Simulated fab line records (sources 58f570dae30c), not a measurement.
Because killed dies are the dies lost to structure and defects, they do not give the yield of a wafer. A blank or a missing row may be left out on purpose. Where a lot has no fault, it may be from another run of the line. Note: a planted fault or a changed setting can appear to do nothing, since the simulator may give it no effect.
Which tool is to blame? -- flow berkeley_cmos170 -- 15 lots with 45 wafers sampled at 5 steps, on a route of 331 steps

## WHAT EACH GAUGE READ, for each wafer
UCB170_SCREENOX_THK_MEAS_02. Usual: SCREENOX_OXIDE_THK gives 14.30 nm (standard deviation 0.23).
lot,measured,on,SCREENOX_OXIDE_THK (nm),flag
L701,day 6 13:16,film_metro-03,14.44 14.17 14.30,
L702,day 6 13:20,film_metro-01,14.87 14.78 14.77,
L703,day 6 18:49,film_metro-02,14.18 14.30 14.34,
L705,day 6 18:47,film_metro-01,14.07 14.24 14.36,
L708,day 7 05:49,film_metro-01,14.50 14.12 14.33,
L706,day 7 05:49,film_metro-02,14.47 14.24 14.27,
L707,day 7 05:49,film_metro-03,14.62 14.49 14.46,
L710,day 8 15:43,film_metro-02,14.25 14.17 14.18,
L711,day 8 15:43,film_metro-03,14.25 14.14 14.21,
L713,day 8 15:38,film_metro-03,14.37 14.45 14.62,
L714,day 8 15:38,film_metro-02,14.06 14.14 14.04,
L715,day 8 15:37,film_metro-03,14.51 14.58 14.50,
L720,day 9 10:13,film_metro-01,13.99 14.05 13.91,
L722,day 10 09:28,film_metro-03,14.33 14.37 14.44,
L723,day 10 09:28,film_metro-01,14.38 14.20 14.30,

UCB170_PVT_OVL_MEAS_06. Usual: PVT_OVL gives 1 nm (standard deviation 5.7).
lot,measured,on,PVT_OVL (nm),flag
L701,day 6 23:33,overlay-02,-1 4 1,
L702,day 6 23:00,overlay-02,3 0 -1,
L703,day 7 06:53,overlay-02,4 4 4,
L705,day 7 05:58,overlay-01,4 0 -3,
L708,day 7 13:21,overlay-01,-16 -1 -8,
L706,day 7 13:26,overlay-01,1 -3 -8,
L707,day 7 13:34,overlay-01,-4 4 0,
L710,day 9 02:11,overlay-01,7 11 7,
L711,day 9 01:37,overlay-01,1 -1 0,
L713,day 9 01:56,overlay-01,-3 6 9,
L714,day 9 02:29,overlay-02,8 6 8,
L715,day 9 01:24,overlay-02,-6 10 3,
L720,day 9 19:29,overlay-02,3 8 1,
L722,day 10 21:03,overlay-01,-9 -5 1,
L723,day 10 21:07,overlay-02,4 2 -4,

UCB170_PVT_TW_MEAS_09. Usual: PVT_TW gives 506 (standard deviation 3.8).
lot,measured,on,PVT_TW,flag
L701,day 6 23:50,film_metro-04,499 499 499,
L702,day 6 23:19,film_metro-04,500 498 501,
L703,day 7 07:10,film_metro-01,511 511 510,
L705,day 7 06:15,film_metro-04,503 502 502,
L708,day 7 13:38,film_metro-02,509 508 510,
L706,day 7 13:43,film_metro-04,503 505 504,
L707,day 7 13:50,film_metro-01,510 512 511,
L710,day 9 02:28,film_metro-01,506 508 507,
L711,day 9 01:55,film_metro-02,503 506 505,
L713,day 9 02:13,film_metro-04,454 456 456,OFF
L714,day 9 02:46,film_metro-01,460 459 460,OFF
L715,day 9 01:42,film_metro-02,457 458 458,OFF
L720,day 9 19:46,film_metro-01,507 509 506,
L722,day 10 21:20,film_metro-02,508 508 510,
L723,day 10 21:25,film_metro-01,508 507 509,

## EACH LOT AND THE TOOL THAT RAN IT (in order: tool; ch and the chambers of the sampled wafers; start)
lot,UCB170_ZERO_STRIP_07,UCB170_PVT_IMPLANT_07
L701,"plasma_asher-03 ch 0,1, day 1 20:35","implanter-04 ch 0, day 6 23:35"
L702,"plasma_asher-03 ch 0,1, day 2 03:08","implanter-01 ch 0, day 6 23:04"
L703,"plasma_asher-03 ch 0,1, day 2 08:41","implanter-02 ch 0, day 7 06:57"
L705,"plasma_asher-03 ch 0,1, day 2 18:01","implanter-04 ch 0, day 7 06:00"
L708,"plasma_asher-03 ch 0,1, day 3 01:58","implanter-04 ch 0, day 7 13:23"
L706,"plasma_asher-02 ch 0,1, day 3 02:02","implanter-01 ch 0, day 7 13:29"
L707,"plasma_asher-02 ch 0,1, day 3 02:17","implanter-04 ch 0, day 7 13:35"
L710,"plasma_asher-03 ch 0,1, day 3 21:37","implanter-01 ch 0, day 9 02:15"
L711,"plasma_asher-02 ch 0,1, day 4 04:55","implanter-01 ch 0, day 9 01:41"
L713,"plasma_asher-04 ch 1, day 4 17:05","implanter-04 ch 0, day 9 01:58"
L714,"plasma_asher-03 ch 0,1, day 4 17:20","implanter-04 ch 0, day 9 02:31"
L715,"plasma_asher-04 ch 0,1, day 4 21:23","implanter-04 ch 0, day 9 01:30"
L720,"plasma_asher-03 ch 0,1, day 5 21:25","implanter-02 ch 0, day 9 19:32"
L722,"plasma_asher-04 ch 0,1, day 6 07:26","implanter-01 ch 0, day 10 21:05"
L723,"plasma_asher-03 ch 1, day 6 07:41","implanter-02 ch 0, day 10 21:10"
- UCB170_ZERO_STRIP_07: strips in O2.
- UCB170_PVT_IMPLANT_07

## AS READ BY THE TOOLS THEMSELVES (means over the sampled wafers that have a number; for cases with no such wafer, the mark the record gives instead)
UCB170_ZERO_STRIP_07. Usual: chamber_pressure_mTorr 3500 mTorr, standard deviation 3.2; drypump_motor_current_A 6.0 A, standard deviation 0.62; oes_product_au 0.728 a.u., standard deviation 0.0051; strip_time_to_endpoint_s 21.45 s, standard deviation 0.066.
lot,tool,chamber_pressure_mTorr (mTorr),drypump_motor_current_A (A),oes_product_au (a.u.),strip_time_to_endpoint_s (s),flag
L701,plasma_asher-03,3501,6.1,0.726,21.38,
L702,plasma_asher-03,3499,6.2,0.732,21.40,
L703,plasma_asher-03,3500,6.2,0.730,21.52,
L705,plasma_asher-03,3502,5.8,0.729,21.53,
L708,plasma_asher-03,3498,6.2,0.732,21.45,
L706,plasma_asher-02,3500,5.9,0.728,21.36,
L707,plasma_asher-02,3502,6.3,0.728,21.37,
L710,plasma_asher-03,3499,5.8,0.729,21.44,
L711,plasma_asher-02,3504,5.9,0.729,21.47,
L713,plasma_asher-04,3499,6.7,0.725,21.40,
L714,plasma_asher-03,3501,6.2,0.729,21.43,
L715,plasma_asher-04,3501,6.2,0.728,21.42,
L720,plasma_asher-03,3498,5.8,0.729,21.48,
L722,plasma_asher-04,3501,5.6,0.724,21.53,
L723,plasma_asher-03,3500,6.6,0.728,21.51,

UCB170_PVT_IMPLANT_07. Usual: beam_energy_keV 29.999, standard deviation 0.0091; faraday_current_uA 6.36, standard deviation 0.14.
lot,tool,beam_energy_keV,faraday_current_uA,flag
L701,implanter-04,29.996,6.42,
L702,implanter-01,29.994,6.34,
L703,implanter-02,30.002,6.51,
L705,implanter-04,30.004,6.41,
L708,implanter-04,29.981,6.28,
L706,implanter-01,29.997,6.27,
L707,implanter-04,30.008,6.38,
L710,implanter-01,29.991,6.38,
L711,implanter-01,29.997,6.34,
L713,implanter-04,20.990,6.44,OFF
L714,implanter-04,21.005,6.41,OFF
L715,implanter-04,21.003,6.39,OFF
L720,implanter-02,30.007,6.36,
L722,implanter-01,30.000,6.32,
L723,implanter-02,29.989,6.22,

## THE ANSWER, worked out from the rows above alone
Rule: lot off if the mean of its wafers having a number is beyond 3 standard deviations from the usual mean. Also off: a lot with no number at a reading for which 4 or more lots have one. The other lots that the step has rows for count as sound. After the gauges, taken in route order, come the tools' own readings; for these a lot's mean is taken, as printed above. At the first step where some lot is off, the reading lying furthest off is the one used; lots without a number count as furthest.
Off: L713, L714, L715, seen at UCB170_PVT_TW_MEAS_09 (PVT_TW).
If a tool, at a process step before that reading, ran all the lots that are off and no sound lot after the first of them, it fits. Not tried: the gauges at UCB170_PVT_TW_MEAS_09; whatever is off there is also off at UCB170_PVT_IMPLANT_07, on other tools, and gauge error can't account for it. One candidate fits, namely implanter-04 at UCB170_PVT_IMPLANT_07. Its last sound lot is L707 (day 7 13:35), its first lot that is off L715 (day 9 01:30): a fault that began between those two fits.
The tool's own readings at UCB170_PVT_IMPLANT_07 bear it out: on the lots that are off they differ by more than 5 times the standard deviation of the sound lots' means. beam_energy_keV reads 20.999 there against 29.997 on the sound lots.

## WHAT THE SIMULATOR HAD PUT IN
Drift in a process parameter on implanter-04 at UCB170_PVT_IMPLANT_07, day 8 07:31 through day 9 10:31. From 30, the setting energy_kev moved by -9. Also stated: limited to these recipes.
Shown lots that were struck: L715, L713, L714. The same result came from the rule above.
